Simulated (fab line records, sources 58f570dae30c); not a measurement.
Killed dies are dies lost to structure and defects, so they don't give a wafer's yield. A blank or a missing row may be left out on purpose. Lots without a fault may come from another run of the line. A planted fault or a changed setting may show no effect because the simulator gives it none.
fab line records | flow berkeley_cmos170
record lots=14 wafers=42 last_day=11
route steps=331 shown PVT@122
lots that met no fault: from a run of the same line without faults
start_h: hours from the record's first day to the start of the lot's first wafer shown | wait_h: hours since the lot's step before | " the same as in the row above | L1.1+2: a row that stands for several wafers | - no value, or no start given | * or withheld: withheld | < > ~ a bound
route shown NAME@n: a module of which the file shows steps, and the number in the route of the first | usual: mean/standard deviation of fault-free wafers | same: alike in all rows | chamber/n: place in a boat | sites: the reading at each site | _std_site: their standard deviation | _edge_site: outer sites' mean less inner sites' | radius_mm: how far each site lies from the wafer's centre | mask NAME#n: copy n | behind: the tool/chamber that last shaped the wafer | hold: why the lot was held/for how many hours/how that ended | device: the transistor (n, p or np) that didn't switch | end of line: the same wafers' tests at the end of the route | a step without rows: its recipe alone | killed: dies lost to structure and defects at the first sort, not the wafer's yield | map: a wafer's dies, x killed, . not, _ none there
set.NAME: the setting as run; set.NAME@STEP: as run at that earlier step | model.NAME: the simulator's own value behind a step, which no gauge read
steps of the route over a sample of lots; a table a step, a row a wafer
services: from which hour (start_h, from the record's first day; less than 0 if before it) a tool's chamber was out of use, for how many hours, and why
## steps
# step UCB170_PVT_IMPLANT_07
# recipe species=P dose_cm2=2e+12 energy_kev=30 tilt_deg=7
# usual dose_ions_cm2=1.9996e+12/2.2e+09 faraday_current_uA=6.33/0.13
# columns lot.wafer tool chamber start_h wait_h dose_ions_cm2 faraday_current_uA
L555.1 implanter-03 0 121.19 0.0 2.0015e+12 6.16
L555.3 " 0 " " 2.0011e+12 6.24
L555.6 " 0 " " 2.0039e+12 6.39
L554.2 implanter-04 0 121.46 0.0 1.9964e+12 6.24
L554.5 " 0 " " 1.9975e+12 6.44
L554.6 " 0 " " 1.9975e+12 6.14
L556.2 implanter-03 0 126.27 0.0 2.0019e+12 6.48
L556.5 " 0 " " 1.9989e+12 6.41
L556.6 " 0 " " 2.0002e+12 6.28
L557.2 implanter-01 0 126.45 0.0 1.9968e+12 6.09
L557.4 " 0 " " 1.9986e+12 6.10
L557.5 " 0 " " 2.0005e+12 6.20
L560.4 implanter-04 0 148.21 0.1 2.0041e+12 6.20
L560.5 " 0 " " 2.0036e+12 6.48
L560.6 " 0 " " 2.0025e+12 6.43
L559.2 implanter-01 0 152.20 0.0 2.0029e+12 6.51
L559.5 " 0 " " 2.0047e+12 6.30
L559.6 " 0 " " 2.0005e+12 6.37
L565.1 implanter-03 0 167.35 0.0 1.998e+12 6.10
L565.3 " 0 " " 2.0025e+12 6.35
L565.6 " 0 " " 1.9991e+12 6.28
L569.3 implanter-03 0 185.02 0.1 2.0049e+12 6.30
L569.4 " 0 " " 2.0001e+12 6.56
L569.6 " 0 " " 2.0016e+12 6.30
L566.4 implanter-01 0 185.55 0.1 1.3397e+12 4.26
L566.5 " 0 " " 1.3388e+12 4.34
L566.6 " 0 " " 1.3399e+12 4.28
L571.3 implanter-01 0 196.36 0.1 1.3399e+12 4.34
L571.4 " 0 " " 1.3406e+12 4.14
L571.6 " 0 " " 1.3384e+12 4.11
L572.1 implanter-04 0 205.45 0.0 2.0011e+12 6.39
L572.4 " 0 " " 1.9978e+12 6.49
L572.5 " 0 " " 1.9959e+12 6.23
L574.4 implanter-03 0 205.64 0.1 1.9961e+12 6.29
L574.5 " 0 " " 2.0015e+12 6.22
L574.6 " 0 " " 2.0012e+12 6.21
L575.2 implanter-04 0 219.38 0.0 2.002e+12 6.26
L575.4 " 0 " " 1.9996e+12 6.15
L575.5 " 0 " " 1.9984e+12 6.44
L577.1 implanter-04 0 223.93 0.0 1.9978e+12 6.13
L577.2 " 0 " " 2.0012e+12 6.37
L577.4 " 0 " " 1.9976e+12 6.47
# step UCB170_PVT_TW_MEAS_09
# usual PVT_TW=510.7/2.7
# columns lot.wafer tool chamber start_h wait_h PVT_TW
L555.1 film_metro-01 - 121.44 0.1 506.1
L555.3 " - " " 508.6
L555.6 " - " " 506.1
L554.2 film_metro-01 - 121.70 0.1 509.8
L554.5 " - " " 508.4
L554.6 " - " " 509.0
L556.2 film_metro-03 - 126.51 0.1 509.9
L556.5 " - " " 513.7
L556.6 " - " " 510.8
L557.2 film_metro-01 - 126.68 0.1 511.3
L557.4 " - " " 511.2
L557.5 " - " " 505.8
L560.4 film_metro-03 - 148.42 0.1 508.6
L560.5 " - " " 510.0
L560.6 " - " " 508.5
L559.2 film_metro-01 - 152.52 0.2 513.0
L559.5 " - " " 510.0
L559.6 " - " " 508.0
L565.1 film_metro-03 - 167.60 0.1 510.9
L565.3 " - " " 511.9
L565.6 " - " " 510.9
L569.3 film_metro-03 - 185.24 0.1 515.2
L569.4 " - " " 517.0
L569.6 " - " " 515.1
L566.4 film_metro-04 - 185.76 0.1 450.2
L566.5 " - " " 452.4
L566.6 " - " " 451.8
L571.3 film_metro-04 - 196.58 0.1 450.7
L571.4 " - " " 451.6
L571.6 " - " " 449.4
L572.1 film_metro-01 - 205.70 0.1 510.2
L572.4 " - " " 505.5
L572.5 " - " " 510.9
L574.4 film_metro-03 - 205.84 0.1 514.6
L574.5 " - " " 512.5
L574.6 " - " " 511.9
L575.2 film_metro-03 - 219.61 0.1 510.8
L575.4 " - " " 511.3
L575.5 " - " " 512.6
L577.1 film_metro-03 - 224.18 0.1 515.3
L577.2 " - " " 511.0
L577.4 " - " " 511.0
## services
# columns tool chamber start_h hours kind
implanter-01 - 122.49 2.9 pm
implanter-01 - 153.16 1.8 repair
## key
first_sign step=UCB170_PVT_IMPLANT_07 reading=dose_ions_cm2 direction=down sigmas=99+ usual=1.9996e+12 struck=1.3395e+12
effect step=UCB170_PVT_IMPLANT_07 reading=faraday_current_uA direction=down sigmas=16 usual=6.33 struck=4.24
effect step=UCB170_PVT_TW_MEAS_09 reading=PVT_TW direction=down sigmas=23 usual=510.7 struck=451.0
met_at UCB170_PVT_IMPLANT_07
struck_lots L566,L571
tester_left_out L566,L571
onset_between 152.20 185.55
fault kind=process_parameter_drift tool=implanter-01 chamber=- onset_h=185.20 steps=UCB170_PVT_IMPLANT_07 channel=dose_cm2 offset=-6.6e+11 shape=step end_h=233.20 acts_in=these_recipes_only stated=2e+12
# tester_left_out: of these lots the tester's yield and bins aren't shown, on N5 and GAA mostly nor the transistor test; their killed dies are dies lost to structure and defects alone, not to doping, threshold or leakage, so they don't give the yield
